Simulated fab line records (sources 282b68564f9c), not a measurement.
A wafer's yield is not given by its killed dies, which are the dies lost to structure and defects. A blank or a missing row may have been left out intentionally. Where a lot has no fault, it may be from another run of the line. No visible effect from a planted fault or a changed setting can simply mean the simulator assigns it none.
fab line records :: flow rit-cmos :: part 2 of 2: steps 34 to 34 of 34
record:
  lots: 5
  wafers: 23
route steps=202 shown ACTIVE@2 FOX2@25 NWELL@36 PWELL@47 WELLDRIVE@50 NRETRO@54 PRETRO@65 GATE@81 REOX@101 NLDD@111 M1@202
start-h: start of the lot's first displayed wafer, in hours after the record's first day :: wait-h: how many hours have passed since the lot's step before this one :: " same as the row above :: L1.1+2: one row covering several wafers at once :: - value missing, or start not given :: * or withheld: withheld :: < > ~ a bound
route shown NAME@n: names a module that has steps shown in the file, with the first one's number in the route :: usual: mean and standard deviation over wafers with no fault :: same: alike in all rows :: chamber/n: place in a boat :: sites: the reading at each site :: _std_site: the standard deviation of these :: _edge_site: the outer-site mean with the inner-site mean subtracted :: radius-mm: how far each site lies from the wafer's centre :: mask NAME#n: copy n :: behind: the tool/chamber that last shaped the wafer :: hold: the reason the lot was held/the length of the hold in hours/how it ended :: device: names the non-switching transistor (n, p or np) :: end of line: tests of these same wafers at the route's end :: for a step that has no rows: nothing shown but its recipe :: killed: count of dies lost to structure and defects at first sort (not the wafer's yield) :: map: the dies of a wafer, with x for killed, . for not killed, _ for no die there
set.NAME: the setting as run; set.NAME@STEP: as run at that earlier step :: model.NAME: the simulator's own value behind a step, which no gauge read
one table per step and one row per wafer, for lots whose settings were changed on purpose
== steps ==
step: RIT_M1_PROBE_99
usual:
  killed-at-contacts: 0.0/0.2
  killed-at-front-end: 7/3
  killed-dies: 7/3
  killed-open: 3.2/2
  killed-short: 3.6/2
same:
  gross-dies: 264
  killed_at_M0_to_M3: 0
  killed_at_M4_up: 0
  killed-at-back-side: 0
  killed-at-other: 0
lot.wafer: L076.1
tool: prober-01
chamber: -
start-h: 67.59
wait-h: 0.1
set.temp-c@GATE_OXIDATION_05: 883.7
set.develop-time-s@GATE_DEVELOP_15: 50
set.ox-time-s@REOX_OXIDATION_03: 5044
killed-at-contacts: 0
killed-at-front-end: 13
killed-dies: 13
killed-open: 5
killed-short: 8
model.etest.nmos_0p15.drive-ua-um: 555.6
model.etest.nmos_0p3.r-on-ohm-um: 1936
model.etest.nmos-turned.drive-ua-um: 377.8
model.etest.pmos_0p15.drive-ua-um: 324.8
model.etest.pmos_0p15.r-on-ohm-um: 2370
model.etest.pmos_0p3.r-on-ohm-um: 5254
model.etest.pmos-turned.r-on-ohm-um: 2921

lot.wafer: L076.2
tool: prober-01
chamber: -
start-h: 67.64
wait-h: 0.1
set.temp-c@GATE_OXIDATION_05: 883.7
set.develop-time-s@GATE_DEVELOP_15: 50
set.ox-time-s@REOX_OXIDATION_03: 5044
killed-at-contacts: 0
killed-at-front-end: 6
killed-dies: 6
killed-open: 2
killed-short: 4
model.etest.nmos_0p15.drive-ua-um: 563.1
model.etest.nmos_0p3.r-on-ohm-um: 1908
model.etest.nmos-turned.drive-ua-um: 386.2
model.etest.pmos_0p15.drive-ua-um: 328
model.etest.pmos_0p15.r-on-ohm-um: 2315
model.etest.pmos_0p3.r-on-ohm-um: 5254
model.etest.pmos-turned.r-on-ohm-um: 2860

lot.wafer: L076.4
tool: prober-01
chamber: -
start-h: 67.74
wait-h: 0.2
set.temp-c@GATE_OXIDATION_05: 883.7
set.develop-time-s@GATE_DEVELOP_15: 50
set.ox-time-s@REOX_OXIDATION_03: 5044
killed-at-contacts: 0
killed-at-front-end: 3
killed-dies: 3
killed-open: 2
killed-short: 1
model.etest.nmos_0p15.drive-ua-um: 564.9
model.etest.nmos_0p3.r-on-ohm-um: 1888
model.etest.nmos-turned.drive-ua-um: 392.8
model.etest.pmos_0p15.drive-ua-um: 322.9
model.etest.pmos_0p15.r-on-ohm-um: 2345
model.etest.pmos_0p3.r-on-ohm-um: 5266
model.etest.pmos-turned.r-on-ohm-um: 2915

lot.wafer: L076.5
tool: prober-01
chamber: -
start-h: 67.79
wait-h: 0.2
set.temp-c@GATE_OXIDATION_05: 883.7
set.develop-time-s@GATE_DEVELOP_15: 50
set.ox-time-s@REOX_OXIDATION_03: 5044
killed-at-contacts: 0
killed-at-front-end: 6
killed-dies: 6
killed-open: 3
killed-short: 3
model.etest.nmos_0p15.drive-ua-um: 547.4
model.etest.nmos_0p3.r-on-ohm-um: 1921
model.etest.nmos-turned.drive-ua-um: 377.8
model.etest.pmos_0p15.drive-ua-um: 312.9
model.etest.pmos_0p15.r-on-ohm-um: 2387
model.etest.pmos_0p3.r-on-ohm-um: 5358
model.etest.pmos-turned.r-on-ohm-um: 2951

lot.wafer: L076.6
tool: prober-01
chamber: -
start-h: 67.84
wait-h: 0.2
set.temp-c@GATE_OXIDATION_05: 883.7
set.develop-time-s@GATE_DEVELOP_15: 50
set.ox-time-s@REOX_OXIDATION_03: 5044
killed-at-contacts: 0
killed-at-front-end: 9
killed-dies: 9
killed-open: 5
killed-short: 4
model.etest.nmos_0p15.drive-ua-um: 549.2
model.etest.nmos_0p3.r-on-ohm-um: 1925
model.etest.nmos-turned.drive-ua-um: 378.8
model.etest.pmos_0p15.drive-ua-um: 316.8
model.etest.pmos_0p15.r-on-ohm-um: 2394
model.etest.pmos_0p3.r-on-ohm-um: 5321
model.etest.pmos-turned.r-on-ohm-um: 2962

lot.wafer: L078.1
tool: prober-02
chamber: -
start-h: 81.97
wait-h: 0.1
set.temp-c@GATE_OXIDATION_05: 886.4
set.develop-time-s@GATE_DEVELOP_15: 50
set.ox-time-s@REOX_OXIDATION_03: 4914
killed-at-contacts: 0
killed-at-front-end: 6
killed-dies: 6
killed-open: 2
killed-short: 4
model.etest.nmos_0p15.drive-ua-um: 569.5
model.etest.nmos_0p3.r-on-ohm-um: 1890
model.etest.nmos-turned.drive-ua-um: 399.9
model.etest.pmos_0p15.drive-ua-um: 326.8
model.etest.pmos_0p15.r-on-ohm-um: 2339
model.etest.pmos_0p3.r-on-ohm-um: 5272
model.etest.pmos-turned.r-on-ohm-um: 2918

lot.wafer: L078.2
tool: prober-02
chamber: -
start-h: 82.02
wait-h: 0.1
set.temp-c@GATE_OXIDATION_05: 886.4
set.develop-time-s@GATE_DEVELOP_15: 53.03
set.ox-time-s@REOX_OXIDATION_03: 4914
killed-at-contacts: 0
killed-at-front-end: 5
killed-dies: 5
killed-open: 3
killed-short: 2
model.etest.nmos_0p15.drive-ua-um: 602.1
model.etest.nmos_0p3.r-on-ohm-um: 1900
model.etest.nmos-turned.drive-ua-um: 410.3
model.etest.pmos_0p15.drive-ua-um: 364.2
model.etest.pmos_0p15.r-on-ohm-um: 2139
model.etest.pmos_0p3.r-on-ohm-um: 5091
model.etest.pmos-turned.r-on-ohm-um: 2678

lot.wafer: L078.3
tool: prober-02
chamber: -
start-h: 82.07
wait-h: 0.2
set.temp-c@GATE_OXIDATION_05: 886.4
set.develop-time-s@GATE_DEVELOP_15: 50
set.ox-time-s@REOX_OXIDATION_03: 4914
killed-at-contacts: 0
killed-at-front-end: 5
killed-dies: 5
killed-open: 4
killed-short: 1
model.etest.nmos_0p15.drive-ua-um: 546.1
model.etest.nmos_0p3.r-on-ohm-um: 1915
model.etest.nmos-turned.drive-ua-um: 378.1
model.etest.pmos_0p15.drive-ua-um: 326.1
model.etest.pmos_0p15.r-on-ohm-um: 2339
model.etest.pmos_0p3.r-on-ohm-um: 5248
model.etest.pmos-turned.r-on-ohm-um: 2870

lot.wafer: L078.4
tool: prober-02
chamber: -
start-h: 82.12
wait-h: 0.2
set.temp-c@GATE_OXIDATION_05: 886.4
set.develop-time-s@GATE_DEVELOP_15: 50
set.ox-time-s@REOX_OXIDATION_03: 4914
killed-at-contacts: 0
killed-at-front-end: 1
killed-dies: 1
killed-open: 0
killed-short: 1
model.etest.nmos_0p15.drive-ua-um: -
model.etest.nmos_0p3.r-on-ohm-um: -
model.etest.nmos-turned.drive-ua-um: -
model.etest.pmos_0p15.drive-ua-um: -
model.etest.pmos_0p15.r-on-ohm-um: -
model.etest.pmos_0p3.r-on-ohm-um: -
model.etest.pmos-turned.r-on-ohm-um: -

lot.wafer: L078.5
tool: prober-02
chamber: -
start-h: 82.17
wait-h: 0.2
set.temp-c@GATE_OXIDATION_05: 886.4
set.develop-time-s@GATE_DEVELOP_15: 53.03
set.ox-time-s@REOX_OXIDATION_03: 4914
killed-at-contacts: 0
killed-at-front-end: 7
killed-dies: 7
killed-open: 4
killed-short: 3
model.etest.nmos_0p15.drive-ua-um: 620
model.etest.nmos_0p3.r-on-ohm-um: 1838
model.etest.nmos-turned.drive-ua-um: 433
model.etest.pmos_0p15.drive-ua-um: 365.2
model.etest.pmos_0p15.r-on-ohm-um: 2120
model.etest.pmos_0p3.r-on-ohm-um: 5054
model.etest.pmos-turned.r-on-ohm-um: 2640

lot.wafer: L079.1
tool: prober-01
chamber: -
start-h: 87.34
wait-h: 0.1
set.temp-c@GATE_OXIDATION_05: 874.7
set.develop-time-s@GATE_DEVELOP_15: 50
set.ox-time-s@REOX_OXIDATION_03: 5580
killed-at-contacts: 0
killed-at-front-end: 9
killed-dies: 9
killed-open: 3
killed-short: 6
model.etest.nmos_0p15.drive-ua-um: -
model.etest.nmos_0p3.r-on-ohm-um: -
model.etest.nmos-turned.drive-ua-um: -
model.etest.pmos_0p15.drive-ua-um: -
model.etest.pmos_0p15.r-on-ohm-um: -
model.etest.pmos_0p3.r-on-ohm-um: -
model.etest.pmos-turned.r-on-ohm-um: -

lot.wafer: L079.2
tool: prober-01
chamber: -
start-h: 87.39
wait-h: 0.1
set.temp-c@GATE_OXIDATION_05: 874.7
set.develop-time-s@GATE_DEVELOP_15: 50
set.ox-time-s@REOX_OXIDATION_03: 5580
killed-at-contacts: 0
killed-at-front-end: 16
killed-dies: 16
killed-open: 8
killed-short: 8
model.etest.nmos_0p15.drive-ua-um: -
model.etest.nmos_0p3.r-on-ohm-um: -
model.etest.nmos-turned.drive-ua-um: -
model.etest.pmos_0p15.drive-ua-um: -
model.etest.pmos_0p15.r-on-ohm-um: -
model.etest.pmos_0p3.r-on-ohm-um: -
model.etest.pmos-turned.r-on-ohm-um: -

lot.wafer: L079.3
tool: prober-01
chamber: -
start-h: 87.44
wait-h: 0.2
set.temp-c@GATE_OXIDATION_05: 874.7
set.develop-time-s@GATE_DEVELOP_15: 50
set.ox-time-s@REOX_OXIDATION_03: 5580
killed-at-contacts: 0
killed-at-front-end: 10
killed-dies: 10
killed-open: 1
killed-short: 9
model.etest.nmos_0p15.drive-ua-um: -
model.etest.nmos_0p3.r-on-ohm-um: -
model.etest.nmos-turned.drive-ua-um: -
model.etest.pmos_0p15.drive-ua-um: -
model.etest.pmos_0p15.r-on-ohm-um: -
model.etest.pmos_0p3.r-on-ohm-um: -
model.etest.pmos-turned.r-on-ohm-um: -

lot.wafer: L079.5
tool: prober-01
chamber: -
start-h: 87.54
wait-h: 0.2
set.temp-c@GATE_OXIDATION_05: 874.7
set.develop-time-s@GATE_DEVELOP_15: 55.29
set.ox-time-s@REOX_OXIDATION_03: 5580
killed-at-contacts: 1
killed-at-front-end: 17
killed-dies: 18
killed-open: 1
killed-short: 6
model.etest.nmos_0p15.drive-ua-um: -
model.etest.nmos_0p3.r-on-ohm-um: -
model.etest.nmos-turned.drive-ua-um: -
model.etest.pmos_0p15.drive-ua-um: -
model.etest.pmos_0p15.r-on-ohm-um: -
model.etest.pmos_0p3.r-on-ohm-um: -
model.etest.pmos-turned.r-on-ohm-um: -

lot.wafer: L079.6
tool: prober-01
chamber: -
start-h: 87.59
wait-h: 0.2
set.temp-c@GATE_OXIDATION_05: 874.7
set.develop-time-s@GATE_DEVELOP_15: 55.29
set.ox-time-s@REOX_OXIDATION_03: 5580
killed-at-contacts: 0
killed-at-front-end: 18
killed-dies: 18
killed-open: 7
killed-short: 2
model.etest.nmos_0p15.drive-ua-um: -
model.etest.nmos_0p3.r-on-ohm-um: -
model.etest.nmos-turned.drive-ua-um: -
model.etest.pmos_0p15.drive-ua-um: -
model.etest.pmos_0p15.r-on-ohm-um: -
model.etest.pmos_0p3.r-on-ohm-um: -
model.etest.pmos-turned.r-on-ohm-um: -

lot.wafer: L081.1
tool: prober-01
chamber: -
start-h: 98.63
wait-h: 0.1
set.temp-c@GATE_OXIDATION_05: 900
set.develop-time-s@GATE_DEVELOP_15: 50
set.ox-time-s@REOX_OXIDATION_03: 5580
killed-at-contacts: 0
killed-at-front-end: 7
killed-dies: 7
killed-open: 2
killed-short: 5
model.etest.nmos_0p15.drive-ua-um: 445.2
model.etest.nmos_0p3.r-on-ohm-um: 2199
model.etest.nmos-turned.drive-ua-um: 312.2
model.etest.pmos_0p15.drive-ua-um: 241.8
model.etest.pmos_0p15.r-on-ohm-um: 2888
model.etest.pmos_0p3.r-on-ohm-um: 6417
model.etest.pmos-turned.r-on-ohm-um: 3555

lot.wafer: L081.3
tool: prober-01
chamber: -
start-h: 98.73
wait-h: 0.2
set.temp-c@GATE_OXIDATION_05: 900
set.develop-time-s@GATE_DEVELOP_15: 50
set.ox-time-s@REOX_OXIDATION_03: 5580
killed-at-contacts: 0
killed-at-front-end: 5
killed-dies: 5
killed-open: 3
killed-short: 2
model.etest.nmos_0p15.drive-ua-um: 450.6
model.etest.nmos_0p3.r-on-ohm-um: 2196
model.etest.nmos-turned.drive-ua-um: 312.4
model.etest.pmos_0p15.drive-ua-um: 247.2
model.etest.pmos_0p15.r-on-ohm-um: 2860
model.etest.pmos_0p3.r-on-ohm-um: 6429
model.etest.pmos-turned.r-on-ohm-um: 3548

lot.wafer: L081.6
tool: prober-01
chamber: -
start-h: 98.88
wait-h: 0.2
set.temp-c@GATE_OXIDATION_05: 900
set.develop-time-s@GATE_DEVELOP_15: 50
set.ox-time-s@REOX_OXIDATION_03: 5580
killed-at-contacts: 0
killed-at-front-end: 3
killed-dies: 3
killed-open: 2
killed-short: 1
model.etest.nmos_0p15.drive-ua-um: 443.2
model.etest.nmos_0p3.r-on-ohm-um: 2225
model.etest.nmos-turned.drive-ua-um: 307.2
model.etest.pmos_0p15.drive-ua-um: 238.7
model.etest.pmos_0p15.r-on-ohm-um: 2924
model.etest.pmos_0p3.r-on-ohm-um: 6541
model.etest.pmos-turned.r-on-ohm-um: 3594

lot.wafer: L084.1
tool: prober-02
chamber: -
start-h: 110.52
wait-h: 0.1
set.temp-c@GATE_OXIDATION_05: 916.2
set.develop-time-s@GATE_DEVELOP_15: 50
set.ox-time-s@REOX_OXIDATION_03: 5580
killed-at-contacts: 0
killed-at-front-end: 10
killed-dies: 10
killed-open: 3
killed-short: 7
model.etest.nmos_0p15.drive-ua-um: 388.2
model.etest.nmos_0p3.r-on-ohm-um: 2474
model.etest.nmos-turned.drive-ua-um: 285.5
model.etest.pmos_0p15.drive-ua-um: 214
model.etest.pmos_0p15.r-on-ohm-um: 3095
model.etest.pmos_0p3.r-on-ohm-um: 7313
model.etest.pmos-turned.r-on-ohm-um: 3831

lot.wafer: L084.2
tool: prober-02
chamber: -
start-h: 110.57
wait-h: 0.1
set.temp-c@GATE_OXIDATION_05: 916.2
set.develop-time-s@GATE_DEVELOP_15: 50
set.ox-time-s@REOX_OXIDATION_03: 5580
killed-at-contacts: 0
killed-at-front-end: 6
killed-dies: 6
killed-open: 1
killed-short: 5
model.etest.nmos_0p15.drive-ua-um: 387.8
model.etest.nmos_0p3.r-on-ohm-um: 2468
model.etest.nmos-turned.drive-ua-um: 285
model.etest.pmos_0p15.drive-ua-um: 216.9
model.etest.pmos_0p15.r-on-ohm-um: 3047
model.etest.pmos_0p3.r-on-ohm-um: 7232
model.etest.pmos-turned.r-on-ohm-um: 3732

lot.wafer: L084.3
tool: prober-02
chamber: -
start-h: 110.62
wait-h: 0.2
set.temp-c@GATE_OXIDATION_05: 916.2
set.develop-time-s@GATE_DEVELOP_15: 45.71
set.ox-time-s@REOX_OXIDATION_03: 5580
killed-at-contacts: 0
killed-at-front-end: 11
killed-dies: 11
killed-open: 4
killed-short: 1
model.etest.nmos_0p15.drive-ua-um: 337.2
model.etest.nmos_0p3.r-on-ohm-um: 2617
model.etest.nmos-turned.drive-ua-um: 261
model.etest.pmos_0p15.drive-ua-um: 183.3
model.etest.pmos_0p15.r-on-ohm-um: 3540
model.etest.pmos_0p3.r-on-ohm-um: 7711
model.etest.pmos-turned.r-on-ohm-um: 4240

lot.wafer: L084.4
tool: prober-02
chamber: -
start-h: 110.67
wait-h: 0.2
set.temp-c@GATE_OXIDATION_05: 916.2
set.develop-time-s@GATE_DEVELOP_15: 50
set.ox-time-s@REOX_OXIDATION_03: 5580
killed-at-contacts: 0
killed-at-front-end: 8
killed-dies: 8
killed-open: 3
killed-short: 5
model.etest.nmos_0p15.drive-ua-um: 383.2
model.etest.nmos_0p3.r-on-ohm-um: 2532
model.etest.nmos-turned.drive-ua-um: 278.1
model.etest.pmos_0p15.drive-ua-um: 209.1
model.etest.pmos_0p15.r-on-ohm-um: 3159
model.etest.pmos_0p3.r-on-ohm-um: 7526
model.etest.pmos-turned.r-on-ohm-um: 3886

lot.wafer: L084.6
tool: prober-02
chamber: -
start-h: 110.77
wait-h: 0.2
set.temp-c@GATE_OXIDATION_05: 916.2
set.develop-time-s@GATE_DEVELOP_15: 45.71
set.ox-time-s@REOX_OXIDATION_03: 5580
killed-at-contacts: 0
killed-at-front-end: 14
killed-dies: 14
killed-open: 1
killed-short: 4
model.etest.nmos_0p15.drive-ua-um: 341
model.etest.nmos_0p3.r-on-ohm-um: 2606
model.etest.nmos-turned.drive-ua-um: 258.4
model.etest.pmos_0p15.drive-ua-um: 181.3
model.etest.pmos_0p15.r-on-ohm-um: 3564
model.etest.pmos_0p3.r-on-ohm-um: 7773
model.etest.pmos-turned.r-on-ohm-um: 4315
killed by level:class
L076.1 FOX1:geometric-particle:short=3 GATE:geometric-particle:open=2 FOX2:geometric-particle:short=1 GATE:geometric-particle:short=1 REOX:geometric-particle:open=1 REOX:geometric-particle:short=1 SPACER:geometric-particle:short=1 SPACER:geometric-particle:open=1
L076.2 FOX1:geometric-particle:short=2 GATE:geometric-particle:short=2 FOX1:geometric-particle:open=1 FOX2:geometric-particle:open=1
L076.4 FOX1:geometric-particle:open=1 FOX1:geometric-particle:short=1 REOX:geometric-particle:open=1
L076.5 REOX:geometric-particle:open=2 GATE:geometric-particle:short=1 GATE:geometric-particle:open=1 REOX:geometric-particle:short=1 SPACER:geometric-particle:short=1
L076.6 FOX2:geometric-particle:open=3 ACTIVE:geometric-particle:short=1 FOX1:geometric-particle:short=1 FOX2:geometric-particle:short=1 REOX:geometric-particle:open=1 REOX:geometric-particle:short=1 SPACER:geometric-particle:open=1
L078.1 GATE:geometric-particle:short=4 GATE:geometric-particle:open=2
L078.2 GATE:geometric-particle:open=3 FOX1:geometric-particle:short=1 GATE:geometric-particle:short=1
L078.3 GATE:geometric-particle:open=3 FOX1:geometric-particle:open=1 GATE:geometric-particle:short=1
L078.4 FOX1:geometric-particle:short=1
L078.5 GATE:geometric-particle:short=2 FOX1:geometric-particle:open=1 GATE:geometric-particle:open=1 REOX:geometric-particle:open=1 REOX:geometric-particle:short=1 SPACER:geometric-particle:open=1
L079.1 FOX1:geometric-particle:short=2 GATE:geometric-particle:short=2 GATE:geometric-particle:open=2 SPACER:geometric-particle:short=1 SILICIDE:geometric-particle:short=1 SILICIDE:geometric-particle:open=1
L079.2 GATE:geometric-particle:open=6 GATE:geometric-particle:short=5 FOX1:geometric-particle:short=2 FOX1:geometric-particle:open=1 REOX:geometric-particle:short=1 SPACER:geometric-particle:open=1
L079.3 FOX1:geometric-particle:short=2 FOX2:geometric-particle:short=2 REOX:geometric-particle:short=2 GATE:geometric-particle:short=1 SPACER:geometric-particle:short=1 SILICIDE:geometric-particle:open=1 SILICIDE:geometric-particle:short=1
L079.5 GATE:area-develop=11 GATE:geometric-particle:short=3 FOX1:geometric-particle:short=1 REOX:geometric-particle:short=1 SILICIDE:geometric-particle:open=1 CONTACT:geometric-particle:short=1
L079.6 GATE:area-develop=9 REOX:geometric-particle:open=3 FOX1:geometric-particle:open=2 GATE:geometric-particle:open=1 REOX:geometric-particle:short=1 SPACER:geometric-particle:open=1 SILICIDE:geometric-particle:short=1
L081.1 FOX2:geometric-particle:short=3 GATE:geometric-particle:open=2 ACTIVE:geometric-particle:short=1 SILICIDE:geometric-particle:short=1
L081.3 GATE:geometric-particle:open=2 FOX2:geometric-particle:open=1 GATE:geometric-particle:short=1 SPACER:geometric-particle:short=1
L081.6 FOX2:geometric-particle:open=1 FOX2:geometric-particle:short=1 GATE:geometric-particle:open=1
L084.1 REOX:geometric-particle:short=3 FOX1:geometric-particle:short=2 SPACER:geometric-particle:open=2 GATE:geometric-particle:short=1 SILICIDE:geometric-particle:open=1 SILICIDE:geometric-particle:short=1
L084.2 GATE:geometric-particle:short=3 SILICIDE:geometric-particle:short=2 FOX1:geometric-particle:open=1
L084.3 GATE:area-develop=6 FOX1:geometric-particle:open=2 FOX2:geometric-particle:open=1 GATE:geometric-particle:open=1 GATE:geometric-particle:short=1
L084.4 FOX1:geometric-particle:short=2 GATE:geometric-particle:short=2 GATE:geometric-particle:open=1 REOX:geometric-particle:open=1 SILICIDE:geometric-particle:open=1 SILICIDE:geometric-particle:short=1
L084.6 GATE:area-develop=9 GATE:geometric-particle:short=2 FOX1:geometric-particle:short=1 REOX:geometric-particle:open=1 SILICIDE:geometric-particle:short=1
== key ==
split:
  step: RIT_ACTIVE_OXIDATION_01
  setting: ox-time-s
  stated: 3360
  by: lot
response:
  step: RIT_ACTIVE_OXIDATION_01
  reading: model.SiO2_of_ACTIVE_OXIDATION_01.thk-nm
  change: +0.277
  per: 1%
  r: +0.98
response:
  step: RIT_ACTIVE_THK_MEAS_02
  reading: ACTIVE_OXIDE_THK
  change: +0.278
  per: 1%
  r: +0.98
response:
  step: RIT_FOX2_WET_ETCH_03
  reading: model.SiO2_of_ACTIVE_OXIDATION_01.thk-nm
  change: +0.245
  per: 1%
  r: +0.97
split:
  step: RIT_ACTIVE_COAT_06
  setting: spin-rpm
  stated: 3250
  by: wafer
response:
  step: RIT_ACTIVE_COAT_06
  reading: model.NOVOLAK_of_ACTIVE_COAT_06.thk-nm
  change: -5.11
  per: 1%
  r: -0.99
response:
  step: RIT_ACTIVE_HARDBAKE_12
  reading: model.NOVOLAK_of_ACTIVE_COAT_06.thk-nm
  change: -4.47
  per: 1%
  r: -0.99
response:
  step: RIT_ACTIVE_ETCH_13
  reading: model.NOVOLAK_of_ACTIVE_COAT_06.thk-nm
  change: -4.56
  per: 1%
  r: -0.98
split:
  step: RIT_ACTIVE_STRIP_14
  setting: pressure-mtorr
  stated: 4000
  by: lot
response none clear
split:
  step: RIT_NWELL_IMPLANT_08
  setting: energy-kev
  stated: 170
  by: wafer
response:
  step: RIT_NWELL_IMPLANT_08
  reading: model.implant.rp-nm
  change: +2.19
  per: 1%
  r: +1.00
response:
  step: RIT_NWELL_IMPLANT_08
  reading: model.implant.drp-nm
  change: +0.511
  per: 1%
  r: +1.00
split:
  step: RIT_PWELL_IMPLANT_08
  setting: dose-cm2
  stated: 7e+13
  by: wafer
response:
  step: RIT_WELLDRIVE_RS_MEAS_02
  reading: PWELL_RS
  change: -2.56
  per: 1%
  r: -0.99
split:
  step: RIT_NRETRO_COAT_01
  setting: resist-thk-nm
  stated: 1300
  by: wafer
response:
  step: RIT_NRETRO_COAT_01
  reading: model.NOVOLAK_of_NRETRO_COAT_01.thk-nm
  change: +13
  per: 1%
  r: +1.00
response:
  step: RIT_NRETRO_HARDBAKE_07
  reading: model.NOVOLAK_of_NRETRO_COAT_01.thk-nm
  change: +11.2
  per: 1%
  r: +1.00
split:
  step: RIT_PRETRO_COAT_01
  setting: resist-thk-nm
  stated: 1300
  by: wafer
response:
  step: RIT_PRETRO_COAT_01
  reading: model.NOVOLAK_of_PRETRO_COAT_01.thk-nm
  change: +12.9
  per: 1%
  r: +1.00
response:
  step: RIT_PRETRO_HARDBAKE_07
  reading: model.NOVOLAK_of_PRETRO_COAT_01.thk-nm
  change: +11.1
  per: 1%
  r: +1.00
split:
  step: RIT_GATE_OXIDATION_05
  setting: temp-c
  stated: 900
  by: lot
response:
  step: RIT_GATE_OXIDATION_05
  reading: model.SiO2_of_GATE_OXIDATION_05.thk-nm
  change: +0.305
  per: 1%
  r: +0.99
response:
  step: RIT_GATE_THK_MEAS_07
  reading: GATE_OXIDE_THK
  change: +0.309
  per: 1%
  r: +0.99
response:
  step: RIT_M1_PROBE_99
  reading: model.etest.pmos_0p3.r-on-ohm-um
  change: +652
  per: 1%
  r: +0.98
response:
  step: RIT_M1_PROBE_99
  reading: model.etest.nmos_0p3.r-on-ohm-um
  change: +182
  per: 1%
  r: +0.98
response:
  step: RIT_M1_PROBE_99
  reading: model.etest.nmos_0p15.drive-ua-um
  change: -57.8
  per: 1%
  r: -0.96
split:
  step: RIT_GATE_DEVELOP_15
  setting: develop-time-s
  stated: 50
  by: wafer
response:
  step: RIT_M1_PROBE_99
  reading: model.etest.pmos-turned.r-on-ohm-um
  change: -49.4
  per: 1%
  r: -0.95
response:
  step: RIT_M1_PROBE_99
  reading: model.etest.pmos_0p15.r-on-ohm-um
  change: -47.3
  per: 1%
  r: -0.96
response:
  step: RIT_M1_PROBE_99
  reading: model.etest.pmos_0p15.drive-ua-um
  change: +4.41
  per: 1%
  r: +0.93
response:
  step: RIT_M1_PROBE_99
  reading: model.etest.nmos_0p15.drive-ua-um
  change: +6.48
  per: 1%
  r: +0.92
split:
  step: RIT_REOX_OXIDATION_03
  setting: ox-time-s
  stated: 5580
  by: lot
response:
  step: RIT_REOX_OXIDATION_03
  reading: model.SiO2_of_REOX_OXIDATION_03.thk-nm
  change: +0.103
  per: 1%
  r: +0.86
response:
  step: RIT_M1_PROBE_99
  reading: model.etest.nmos-turned.drive-ua-um
  change: -9.89
  per: 1%
  r: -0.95
response:
  step: RIT_M1_PROBE_99
  reading: model.etest.pmos_0p15.drive-ua-um
  change: -10.8
  per: 1%
  r: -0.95
split:
  step: RIT_NLDD_IMPLANT_08
  setting: dose-cm2
  stated: 5e+14
  by: wafer
response none in this file
